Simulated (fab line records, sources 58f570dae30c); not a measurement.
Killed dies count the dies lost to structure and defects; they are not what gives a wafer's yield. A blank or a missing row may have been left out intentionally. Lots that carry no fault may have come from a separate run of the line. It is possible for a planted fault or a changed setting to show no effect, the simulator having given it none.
What tool caused it? | flow berkeley-cmos170 | 6 lots (18 wafers sampled), 1 step of a 331-step route

## WHAT EACH GAUGE READ, for each wafer
UCB170_M1_CD_MEAS_90: target cd 700 nm.
lot  | measured     | on        | cd-nm (nm)
L667 | day 8 17:52  | cd-sem-02 | 699.2 703.7 701.5
L669 | day 9 14:47  | cd-sem-02 | 699.8 700.4 699.3
L670 | day 9 16:13  | cd-sem-02 | 698.8 700.5 698.0
L678 | day 10 07:21 | cd-sem-02 | 698.1 699.4 698.5
L682 | day 11 09:34 | cd-sem-02 | 697.5 699.5 696.6
L685 | day 11 12:01 | cd-sem-02 | 699.3 703.4 700.7

## TOOL THAT RAN EACH LOT (tool first, then ch and the chambers of the sampled wafers, then the start)
The record holds no process step before these readings.

## THE ANSWER, worked out from the rows above alone
Rule: the usual values come from the lots themselves. The widest of any qualifying gaps counts: lots, ordered by their means at a reading, are off when they make up no more than a third of the lots, leave a main group of 4 or more, and stand apart from it by 3 or more times the standard deviation of that group's means. A main group whose means are all the same, to the digits that the tables above print for the reading, isn't used. Also off: a lot with no number at a reading for which 4 or more lots have one. Where the step has rows for the other lots, those lots are counted as sound.
Nothing can be told from this: no lot is off at any reading shown.

## WHAT HAD BEEN PUT IN BY THE SIMULATOR
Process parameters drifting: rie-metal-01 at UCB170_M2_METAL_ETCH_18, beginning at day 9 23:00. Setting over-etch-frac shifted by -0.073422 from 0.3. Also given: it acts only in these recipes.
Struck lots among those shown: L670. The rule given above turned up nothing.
